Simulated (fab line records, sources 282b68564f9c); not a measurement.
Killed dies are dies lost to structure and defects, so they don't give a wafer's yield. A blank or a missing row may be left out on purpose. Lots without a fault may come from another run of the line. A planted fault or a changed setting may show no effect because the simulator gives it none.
Problem report in the 8D (eight disciplines) form, filled by code | flow rit_cmos | the parts of the form that need people (team, actions taken, sign-off) are left out

1. THE PROBLEM
heater_power_total_W at RIT_PSD_SOFTBAKE_02 reads a mean of 35.25 W on 6 wafers of 2 lots; wafers without a fault read 34.56 W with a standard deviation of 0.05. That is +14 standard deviations from the usual mean.
The step: time 60 s.
First seen on wafer L318.1, day 5 17:22, on litho_track-02. The record holds 42 wafers of 14 lots with a number at this step. Rule for "out", or "out of limits": more than 4 standard deviations from the usual mean. The other wafers with a number count as sound.

2. WHAT IT IS AND WHAT IT IS NOT
question                    | is                                 | is not
which readings at this step | heater_power_total_W, plate_temp_C | -
which lots                  | L318, L320                         | L307, L308, L309, L310, L311, L312, L313, L314, L319, L322, L327, L329
which wafers of those lots  | all that have a number             | -
read on which tools         | litho_track-02                     | litho_track-01, litho_track-03
when                        | from day 5 17:22                   | up to then (24 sound wafers); but 12 sound wafers of L319, L322, L327, L329 came after

3. SUSPECTS, AND WHAT RULES EACH OUT
Counting: a tool at a process step up to the reading stays a suspect if it ran every lot that is out and no sound lot after the first of them.
- litho_track-02 at RIT_PSD_SOFTBAKE_02 (time 60 s): kept. It ran every lot that is out, first L318 (day 5 17:22), and no sound lot after that; its last sound lot up to then is L312 (day 4 14:13). Its own readings are out on those wafers: heater_power_total_W, plate_temp_C.
Left after counting: litho_track-02 at RIT_PSD_SOFTBAKE_02.

4. THE CAUSE (what the simulator had put in)
Process parameter drift: litho_track-02, from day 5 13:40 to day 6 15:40, at RIT_PSD_SOFTBAKE_02. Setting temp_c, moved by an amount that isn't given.
Counting left only this tool.

5. THE CHAIN OF EFFECTS, in route order
Each row: a reading whose mean over the struck wafers that have a number lies more than 3 standard deviations from the usual. Only readings for which the record gives a usual standard deviation are gone through. hours: the time from each lot's start at the first step in this table that gives one to its start at this step, as a median over the lots. sigmas: the change in usual standard deviations.
hours | step                | reading              | usual   | on struck wafers | change | sigmas
0     | RIT_PSD_SOFTBAKE_02 | heater_power_total_W | 34.56 W | 35.25            | +0.69  | +14
0     | RIT_PSD_SOFTBAKE_02 | plate_temp_C         | 89.98 C | 91.40            | +1.42  | +11
The process steps in it:
- RIT_PSD_SOFTBAKE_02: time 60 s.

6. WHAT WOULD HAVE CAUGHT IT SOONER
In this record the first reading out of limits was taken at day 5 17:22, 4 hours after the fault began at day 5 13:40.
